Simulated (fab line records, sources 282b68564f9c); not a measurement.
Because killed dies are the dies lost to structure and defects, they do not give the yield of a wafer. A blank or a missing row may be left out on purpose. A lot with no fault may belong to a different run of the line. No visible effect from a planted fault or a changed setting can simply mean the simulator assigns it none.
A struck lot beside a sound one -- flow rit_cmos -- 19 out of 202 route steps
Sound: these wafers, L217.1, L217.5, L217.6. Struck: wafers L204.2, L204.3, L204.4. The cause is given at the end.
Each step with rows lists, per side, the tool, then ch with its chambers, then its first start. Under that, the readings that differ: sound wafers -- struck wafers -- difference of the means -- sigmas: that difference in standard deviations of wafers without a fault.
alike: same words and numbers on both sides, and readings whose means sit less than 2 such deviations apart. not compared: any withheld reading, any reading some wafer has no value for, any bound like >300 that may hide the same value, and any number with overlapping values for which the record gives no deviation.
A row with sigmas, a row that says differs or no value, or rows on one side alone: a step with any of these is where the two part. Numbers that have no deviation but don't overlap get no sigmas and don't part them. A reading that every wafer of one side lacks parts them only if that side has two wafers or more.

RIT_GATE_STRIP_20: strips in O2, time 180 s.
  sound on plasma_asher-04 ch 0,1, day 6 16:28; struck on plasma_asher-02 ch 0,1, day 3 23:43
  alike: drypump_motor_current_A
  not compared: rf_hours_counter_h
RIT_GATE_CD_MEAS_90: target cd 150 nm.
  sound: cd_sem-01 at day 6 16:38; struck: cd_sem-02 at day 3 23:55
  alike: cd_nm
then, 4 steps without rows for these wafers: RIT_REOX_CLEAN_00 (cleans in SC1, time 600 s); RIT_REOX_CLEAN_01 (cleans in dHF, time 30 s); RIT_REOX_CLEAN_02 (cleans in SC2, time 600 s); RIT_REOX_OXIDATION_03 (target thk 25.2 nm, ox time 5580 s).
RIT_REOX_THK_MEAS_04:
  sound: film_metro-04 at day 6 20:55; struck: film_metro-03 at day 4 02:58
  alike: REOX_OXIDE_THK
then, 5 steps without rows for these wafers: RIT_NLDD_HMDS_00 (prime time 60 s); RIT_NLDD_COAT_01 (resist thk 1000 nm); RIT_NLDD_SOFTBAKE_02 (time 60 s); RIT_NLDD_EXPOSE_03 (exposes mask M7, target cd 40700 nm); RIT_NLDD_PEB_04.
RIT_NLDD_DEVELOP_05: develop time 50 s.
  sound on litho_track-01 ch 0, day 6 21:00; struck on litho_track-04 ch 0, day 4 03:00
reading,sound,struck,difference,sigmas
resist_line_temp_C (C),22.98 23.15 23.12,22.90 22.93 22.86,-0.19,-2
RIT_NLDD_OVL_MEAS_06:
  sound: overlay-01 at day 6 21:50; struck: overlay-01 at day 4 03:52
  alike: NLDD_OVL
then, 2 steps without rows for these wafers: RIT_NLDD_HARDBAKE_07 (time 60 s); RIT_NLDD_IMPLANT_08.
RIT_NLDD_STRIP_09: strips in O2, time 180 s.
  sound on plasma_asher-01 ch 0,1, day 6 22:10; struck on plasma_asher-03 ch 0,1, day 4 04:11
  alike: drypump_motor_current_A
  not compared: rf_hours_counter_h
RIT_NLDD_TW_MEAS_10:
  sound: film_metro-01 at day 6 22:20; struck: film_metro-02 at day 4 04:23
reading,sound,struck,difference,sigmas
NLDD_TW,2502 2489 2495,30 30 30,-2465,-99 or more
then, 1 step without rows for these wafers: RIT_PLDD_HMDS_00 (prime time 60 s).

== WHERE THEY PART ==
First at RIT_NLDD_DEVELOP_05; last, within this record, at RIT_NLDD_TW_MEAS_10.

WHY: whatever the simulator had introduced
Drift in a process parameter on litho_track-04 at RIT_NLDD_DEVELOP_05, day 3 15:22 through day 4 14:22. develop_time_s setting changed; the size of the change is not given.
